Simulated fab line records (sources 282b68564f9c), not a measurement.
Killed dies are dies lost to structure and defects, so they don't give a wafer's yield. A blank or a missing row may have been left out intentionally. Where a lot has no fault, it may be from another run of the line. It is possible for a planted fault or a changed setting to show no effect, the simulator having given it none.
Struck lot and sound lot, side by side ; flow ritCmos ; 17 steps out of a route of 202
Sound: wafers L433.2, L433.4, L433.5. Struck: wafers L444.1, L444.2, L444.6. The cause comes at the end.
Order at every step that has rows: each side's tool, ch and its chambers, its first start. Under that, the readings that differ: sound wafers ; struck wafers ; difference of the means ; sigmas: that difference in standard deviations of wafers without a fault.
alike: words and numbers the same on both sides, and readings whose means are apart by under 2 such deviations; not compared: readings that were withheld, readings missing a value for some wafer, numbers with overlapping values and no deviation given by the record, and bounds like >300 which may hide the same value.
A row with sigmas, a row that says differs or no value, or rows on one side alone: a step with any of these is where the two part. Non-overlapping numbers with no deviation appear without sigmas and do not part them. Lack of a reading on every wafer of one side parts them only where that side has two or more wafers.

first, 1 step without rows for these wafers: RIT_GATE_HARDBAKE_18 (time 60 s).
RIT_GATE_ETCH_19: etches poly-Si in SF6/CHF3/O2, stops on SiO2, time 165 s, target depth 312.5 nm.
  sound on rieSi-02 ch 0,3, day 3 06:39; struck on rieSi-01 ch 1,2,3, day 5 15:50
  alike: drypumpMotorCurrentA, heBacksideLeakSccm, oesProductAu, throttleValvePct
  not compared: rfHoursCounterH
RIT_GATE_STRIP_20: strips in O2, time 180 s.
  sound on plasmaAsher-03 ch 0,1, day 3 06:45; struck on plasmaAsher-04 ch 0,1, day 5 15:57
  alike: drypumpMotorCurrentA
  not compared: rfHoursCounterH
RIT_GATE_CD_MEAS_90: the cd target is 150 nm.
  sound on cdSem-01 at day 3 06:57; struck on cdSem-02 at day 5 16:08
  alike: cdNm
then, 4 steps without rows for these wafers: RIT_REOX_CLEAN_00 (cleans in SC1, time 600 s); RIT_REOX_CLEAN_01 (cleans in dHF, time 30 s); RIT_REOX_CLEAN_02 (cleans in SC2, time 600 s); RIT_REOX_OXIDATION_03 (target thk 25.2 nm, ox time 5580 s).
RIT_REOX_THK_MEAS_04:
  sound on filmMetro-03 at day 3 12:18; struck on filmMetro-03 at day 5 19:11
  alike: REOX_OXIDE_THK
then, 3 steps without rows for these wafers: RIT_NLDD_HMDS_00 (prime time 60 s); RIT_NLDD_COAT_01 (resist thk 1000 nm); RIT_NLDD_SOFTBAKE_02 (time 60 s).
RIT_NLDD_EXPOSE_03: exposes mask M7, target cd 40700 nm.
  sound on ilineStepper-02 ch 0, day 3 12:49; struck on ilineStepper-01 ch 0, day 5 19:50
reading;sound;struck;difference;sigmas
model.NLDD.overlayXNm (nm);-0.1679 -0.1679 -0.1679;-150 -150 -150;-150;
  alike: mask
then, 2 steps without rows for these wafers: RIT_NLDD_PEB_04; RIT_NLDD_DEVELOP_05 (develop time 50 s).
RIT_NLDD_OVL_MEAS_06:
  sound on overlay-02 at day 3 13:12; struck on overlay-02 at day 5 20:26
reading;sound;struck;difference;sigmas
NLDD_OVL (nm);-0.7 -2.4 -1.5;-152.2 -151.4 -152.5;-150.5;-99 or more
  not compared: hold
RIT_M1_PROBE_99:
  rows exist in the record for the sound wafers here (prober-02, day 4 06:18), none for the struck ones

## WHERE THEY PART
At RIT_NLDD_OVL_MEAS_06 first; at RIT_M1_PROBE_99 last (within this record only).

WHY: what had been put in by the simulator
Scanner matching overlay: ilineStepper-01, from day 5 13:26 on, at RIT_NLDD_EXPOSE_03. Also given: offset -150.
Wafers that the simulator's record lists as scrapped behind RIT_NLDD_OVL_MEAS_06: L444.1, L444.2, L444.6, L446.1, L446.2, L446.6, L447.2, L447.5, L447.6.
